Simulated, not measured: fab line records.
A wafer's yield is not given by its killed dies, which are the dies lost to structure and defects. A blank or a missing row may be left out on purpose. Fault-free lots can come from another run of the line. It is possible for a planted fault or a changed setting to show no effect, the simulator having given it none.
Code-filled problem report in 8D (eight disciplines) form + flow berkeley cmos170 + the parts of the form that need people (team, actions taken, sign-off) are left out

1. WHAT IS WRONG
Wafers without a fault read 1100 C, standard deviation 0.1; tube center temp C at UCB170_WELLDRIVE_ANNEAL_03 reads a mean of 1124 C on 6 wafers belonging to 2 lots. That is +99 or more standard deviations from the usual mean.
The step: time 900 s.
Seen first at day 5 20:44 on furnace-04, wafer L218.2. The record holds 18 wafers of 6 lots with a number at this step. Rule for "out", or "out of limits": more than 4 standard deviations from the usual mean. Any other wafer with a number is counted as sound.

2. WHAT THIS IS AND IS NOT
| question                    | is                                                                                                | is not                                                             |
|-----------------------------|---------------------------------------------------------------------------------------------------|--------------------------------------------------------------------|
| which readings at this step | tube center temp C, spike tc centre C, spike tc load C, spike tc source C, tube_center_temp_C_max | -                                                                  |
| which lots                  | L218, L219                                                                                        | L212, L215, L217, L226                                             |
| which wafers of those lots  | all that have a number                                                                            | -                                                                  |
| read on which tools         | furnace-04                                                                                        | furnace-01                                                         |
| when                        | from day 5 20:44                                                                                  | up to then (9 sound wafers); but 3 sound wafers of L226 came after |

3. SUSPECTS, AND WHAT RULES EACH OUT
Counting: a tool at a process step up to the reading stays a suspect if it ran every lot that is out and no sound lot after the first of them.
- furnace-04 at UCB170_WELLDRIVE_ANNEAL_03 (time 900 s): kept. All lots that are out passed through it, beginning with L218 at day 5 20:44, and no sound lot followed; its final sound lot before that point was L215 at day 5 05:17. Its own readings are out on those wafers: spike tc centre C, spike tc load C, spike tc source C, tube center temp C, tube_center_temp_C_max.
The count leaves furnace-04 at UCB170_WELLDRIVE_ANNEAL_03.

4. THE CAUSE (what the simulator had put in)
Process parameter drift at UCB170_WELLDRIVE_ANNEAL_03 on furnace-04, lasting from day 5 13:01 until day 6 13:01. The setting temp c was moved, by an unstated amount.
Counting left only this tool.

5. SEQUENCE OF EFFECTS, ordered by route
Each row: a reading whose mean over the struck wafers that have a number lies more than 3 standard deviations from the usual. Only readings whose record carries a usual standard deviation are examined. hours: median over the lots of the time between each lot's start at the first step of this table that gives one and its start at this step. sigmas: the change, counted in usual standard deviations.
| hours | step                       | reading                | usual    | on struck wafers | change | sigmas      |
|-------|----------------------------|------------------------|----------|------------------|--------|-------------|
| 0     | UCB170_WELLDRIVE_ANNEAL_03 | spike tc centre C      | 1102.9 C | 1126.6           | +23.7  | +22         |
| 0     | UCB170_WELLDRIVE_ANNEAL_03 | spike tc load C        | 1126.4 C | 1148.2           | +21.8  | +9.9        |
| 0     | UCB170_WELLDRIVE_ANNEAL_03 | spike tc source C      | 1127 C   | 1150             | +23    | +6.2        |
| 0     | UCB170_WELLDRIVE_ANNEAL_03 | tube center temp C     | 1100 C   | 1124             | +24    | +99 or more |
| 0     | UCB170_WELLDRIVE_ANNEAL_03 | tube_center_temp_C_max | 1102.9   | 1126.0           | +23.1  | +45         |
Its process steps:
- UCB170_WELLDRIVE_ANNEAL_03: time 900 s.

6. HOW IT WOULD HAVE BEEN CAUGHT EARLIER
8 hours passed between the start of the fault at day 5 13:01 and the first reading out of limits in this record, taken at day 5 20:44.
